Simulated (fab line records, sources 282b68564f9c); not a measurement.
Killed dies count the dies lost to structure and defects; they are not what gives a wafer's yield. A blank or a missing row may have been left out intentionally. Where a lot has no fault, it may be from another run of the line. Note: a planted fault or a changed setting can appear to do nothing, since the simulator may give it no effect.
A struck lot beside a sound one    flow ritCmos    14 steps out of a route of 202
Sound: wafers L221.1, L221.2, L221.3. The struck wafers were L234.1, L234.2, L234.3. The cause comes at the end.
At each step with rows: each side's tool, then ch and its chambers, then its first start. Under that, the readings that differ: sound wafers    struck wafers    difference of the means    sigmas: that difference in standard deviations of wafers without a fault.
alike: a reading whose means differ by less than 2 such deviations, as well as words and numbers matching on both sides. not compared: withheld readings; readings where some wafer has no value; bounds like >300 that might hide an equal value; numbers whose values overlap and for which the record gives no deviation.
Wherever a step has rows on one side only, a row that says differs or no value, or a row with sigmas, the two part there. Numbers that don't overlap but have no deviation are shown without sigmas and don't part them. A reading that every wafer of one side lacks parts them only if that side has two wafers or more.

first, 1 step without rows for these wafers: RIT_SILICIDE_WET_ETCH_00 (etches SiO2 in BOE, target depth 14 nm, time 15 s).
RIT_SILICIDE_SPUTTER_01: material Ti, target thk 30 nm, time 240 s.
  struck on pvdSputter-01, day 5 20:34; sound on pvdSputter-03, day 3 06:35
  alike: throttleValvePct
RIT_SILICIDE_RS_MEAS_02: measurement is done with a four-point probe.
  struck on filmMetro-03, day 5 20:43; sound on filmMetro-03, day 3 06:44
reading                  sound           struck          difference  sigmas
SILICIDE_TI_RS (ohm/sq)  47.0 46.9 46.5  49.0 48.7 48.8  +2.0        +3
RIT_SILICIDE_THK_MEAS_03: measures by xrf.
  struck on filmMetro-03, day 5 20:50; sound on filmMetro-03, day 3 06:51
reading               sound           struck          difference  sigmas
SILICIDE_TI_THK (nm)  30.3 30.4 30.5  29.3 29.4 29.4  -1.0        -3
RIT_SILICIDE_RTA_04: time 10 s, ramp up 5 s, ramp down 5 s.
  sound on rtpAnneal-02 ch 0, day 3 06:55; struck on rtpAnneal-01 ch 0, day 5 20:53
  alike: chamberO2Ppm, wafer_temp_C_max
then, 1 step without rows for these wafers: RIT_SILICIDE_WET_ETCH_05 (etches Ti in SPM, time 120 s).
RIT_SILICIDE_RTA_06: time 9.653 s, ramp up 5 s, ramp down 10 s.
  sound on rtpAnneal-01 ch 0, day 3 07:04; struck on rtpAnneal-02 ch 0, day 5 20:59
  alike: chamberO2Ppm, wafer_temp_C_max
RIT_CONTACT_CVD_00: deposits SiO2 from TEOS, target thk 400 nm, time 61 s.
  sound on pecvd-03 ch 0,1,2, day 3 07:08; struck on pecvd-01 ch 0,1,2, day 5 21:04
  alike: heaterPowerW
RIT_CONTACT_THK_MEAS_01:
  struck on filmMetro-03, day 5 21:07; sound on filmMetro-01, day 3 07:11
  alike: CONTACT_TEOS_THK
then, 3 steps without rows for these wafers: RIT_CONTACT_HMDS_02 (prime time 60 s); RIT_CONTACT_COAT_03 (resist thk 1000 nm); RIT_CONTACT_SOFTBAKE_04 (time 60 s).
RIT_CONTACT_EXPOSE_05: exposes mask M11, target cd 1000 nm.
  sound on ilineStepper-01 ch 0, day 3 07:41; struck on ilineStepper-01, day 5 21:37
  no value came back on the struck wafers for exposureDoseMJCm2, focusOffsetNm (nm), reticleTempC (C); on the sound wafers exposureDoseMJCm2 reads 247.19 246.83 246.87
  alike: mask
next, for these wafers, 1 step has no rows: RIT_CONTACT_PEB_06.

== WHERE THEY PART ==
At RIT_SILICIDE_RS_MEAS_02 first; at RIT_CONTACT_EXPOSE_05 last (within this record only).

WHY: the cause the simulator had injected
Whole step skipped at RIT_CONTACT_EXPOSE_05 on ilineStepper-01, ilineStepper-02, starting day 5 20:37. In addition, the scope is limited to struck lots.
